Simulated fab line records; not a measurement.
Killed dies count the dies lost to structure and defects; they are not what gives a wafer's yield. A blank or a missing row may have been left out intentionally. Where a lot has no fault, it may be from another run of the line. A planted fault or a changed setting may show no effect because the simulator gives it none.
2 desks looking at one fault || flow berkeley cmos170 || every desk sees just its own numbers, and what lay behind them comes last

AT THE METROLOGY DESK
What the gauges read, lot by lot, whatever tool the lot ran on: means of the sampled wafers that have a number. A lot is out of limits, marked OUT, if its mean lies more than 4 standard deviations from the usual mean; the brackets give that distance.
Columns: A = V2_TEOS_THK at UCB170_V2_THK_MEAS_01, usual 2007 nm
{"lot": "L770", "first seen here": "day 9 11:10", "A": 2013}
{"lot": "L772", "first seen here": "day 10 00:58", "A": 2004}
{"lot": "L774", "first seen here": "day 10 13:27", "A": 1986}
{"lot": "L773", "first seen here": "day 10 13:56", "A": 2002}
{"lot": "L775", "first seen here": "day 10 14:13", "A": 2000}
{"lot": "L779", "first seen here": "day 11 04:35", "A": 2035}
{"lot": "L778", "first seen here": "day 11 06:19", "A": 2005}
{"lot": "L780", "first seen here": "day 11 06:49", "A": 1937}
{"lot": "L781", "first seen here": "day 11 20:19", "A": 2013}
{"lot": "L784", "first seen here": "day 12 04:53", "A": "1902 (-4.2) OUT"}
{"lot": "L785", "first seen here": "day 12 05:57", "A": 2018}
{"lot": "L790", "first seen here": "day 13 08:23", "A": 2004}
{"lot": "L793", "first seen here": "day 13 16:50", "A": 2024}
{"lot": "L792", "first seen here": "day 13 20:14", "A": 2010}
This desk's result: L784 out of limits, first on L784 (V2_TEOS_THK at UCB170_V2_THK_MEAS_01), day 12 04:53. Within limits: L770, L772, L774, L773, L775, L779, L778, L780, L781, L785, L790, L793, L792.

TOOL OWNER'S DESK, pecvd-03
The tool's own readings at UCB170_V2_CVD_00 (deposits SiO2 from TEOS/O2, target thk 2000 nm, time 250 s): means of the sampled wafers that have a number, for each lot that ran on this tool. A lot is out of limits, marked OUT, if its mean lies more than 4 standard deviations from the usual mean; the brackets give that distance.
Columns: A = heater power w at UCB170_V2_CVD_00, usual 258 W; B = rf fwd power W at UCB170_V2_CVD_00, usual 548.6 W
{"lot": "L770", "first seen here": "day 9 11:00", "A": 223, "B": 548.6}
{"lot": "L775", "first seen here": "day 10 14:04", "A": 240, "B": 548.6}
{"lot": "L780", "first seen here": "day 11 06:42", "A": 323, "B": "473.6 (-44) OUT"}
{"lot": "L784", "first seen here": "day 12 04:43", "A": 311, "B": "475.6 (-43) OUT"}
This desk finds L780, L784 out of limits, L780 being first, at day 11 06:42 (rf fwd power W at UCB170_V2_CVD_00). Within limits: L770, L775.

TAKEN TOGETHER
An alarm could have come from the tool owner's desk at day 11 06:42, on L780, L784.
At day 12 04:53 the metrology desk could have sounded an alarm, on L784.
The metrology desk has L780 on record, within its limits.
On pecvd-03, each named lot ran UCB170_V2_CVD_00.

WHAT THE SIMULATOR HAD PUT IN
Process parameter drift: pecvd-03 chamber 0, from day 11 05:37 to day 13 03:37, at UCB170_V2_CVD_00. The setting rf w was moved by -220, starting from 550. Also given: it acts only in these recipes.
Lots struck among those shown: L780, L784.
Time in hours from fault onset to the first out-of-limits reading at each desk: tool owner's desk 1, metrology desk 23.
